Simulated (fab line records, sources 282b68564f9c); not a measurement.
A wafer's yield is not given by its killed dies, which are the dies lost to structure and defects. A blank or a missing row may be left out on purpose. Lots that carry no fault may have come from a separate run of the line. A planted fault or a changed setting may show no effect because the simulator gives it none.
Comparing a struck lot with a sound one    flow rit-cmos    16 out of 202 route steps
Sound: these wafers, L439.2, L439.4, L439.6. Wafers L453.1, L453.2, L453.5 were the ones struck. The cause is named last.
For every step that has rows: the tool of each side, followed by ch and its chambers, followed by its first start. Under that, the readings that differ: sound wafers    struck wafers    difference of the means    sigmas: that difference in standard deviations of wafers without a fault.
alike: a reading whose means differ by less than 2 such deviations, as well as words and numbers matching on both sides. not compared: withheld readings; readings where some wafer has no value; bounds like >300 that might hide an equal value; numbers whose values overlap and for which the record gives no deviation.
The two part at a step that has a row with sigmas, a row that says differs or no value, or rows on one side only. Numbers that have no deviation but don't overlap get no sigmas and don't part them. Lack of a reading on every wafer of one side parts them only where that side has two or more wafers.

RIT_FOX2_THK_MEAS_01:
  sound on film-metro-02, day 3 02:01; struck on film-metro-02, day 5 23:04
  alike: FOX2_OXIDE_THK
then, 2 steps without rows for these wafers: RIT_FOX2_CLEAN_02 (cleans in dHF, time 180 s); RIT_FOX2_WET_ETCH_03 (etches Si3N4 in H3PO4, target depth 195 nm, time 2700 s).
RIT_FOX2_THK_MEAS_90:
  sound on film-metro-01, day 3 02:58; struck on film-metro-04, day 5 23:57
  alike: FIELD_OXIDE_LEFT_1_THK
then, 6 steps without rows for these wafers: RIT_NWELL_HMDS_00 (prime time 60 s); RIT_NWELL_COAT_01 (resist thk 1300 nm); RIT_NWELL_SOFTBAKE_02 (time 60 s); RIT_NWELL_EXPOSE_03 (exposes mask M2, target cd 43900 nm); RIT_NWELL_PEB_04; RIT_NWELL_DEVELOP_05 (develop time 68 s).
RIT_NWELL_OVL_MEAS_06:
  sound on overlay-02, day 3 03:55; struck on overlay-01, day 6 01:04
  alike: NWELL_OVL
then, 1 step without rows for these wafers: RIT_NWELL_HARDBAKE_07 (time 120 s).
RIT_NWELL_IMPLANT_08:
  sound on implanter-02 ch 0, day 3 04:14; struck on implanter-02 ch 0, day 6 01:22
reading                    sound                 struck                difference  sigmas
beam-energy-keV            169.95 170.00 169.90  119.04 118.97 118.99  -50.95      -99 or more
model.implant.rp-nm (nm)   205.5 205.5 205.5     150.8 150.8 150.8     -54.7       
model.implant.drp-nm (nm)  68.82 68.82 68.82     52.37 52.37 52.37     -16.45      
RIT_NWELL_STRIP_09: strips in O2, time 180 s.
  sound on plasma-asher-01 ch 1, day 3 04:21; struck on plasma-asher-02 ch 0,1, day 6 01:31
  alike: drypump-motor-current-A, o2-flow-sccm
  not compared: rf-hours-counter-h
RIT_NWELL_TW_MEAS_10:
  sound on film-metro-03, day 3 04:32; struck on film-metro-03, day 6 01:55
reading   sound           struck          difference  sigmas
NWELL_TW  2170 2171 2166  2002 1999 1990  -172        -7
  not compared: hold
RIT_M1_PROBE_99:
  sound on prober-02, day 4 19:43; struck on prober-02, day 7 23:45
  alike: killed-at-contacts, killed-at-front-end, killed-dies, killed-open, killed-short

WHERE THEY PART
First at RIT_NWELL_IMPLANT_08; last, within this record, at RIT_NWELL_TW_MEAS_10. Later steps at which nothing parts them and some readings are alike: RIT_M1_PROBE_99.

WHY: whatever the simulator had introduced
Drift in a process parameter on implanter-02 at RIT_NWELL_IMPLANT_08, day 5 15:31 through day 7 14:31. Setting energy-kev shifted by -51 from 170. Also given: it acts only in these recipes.
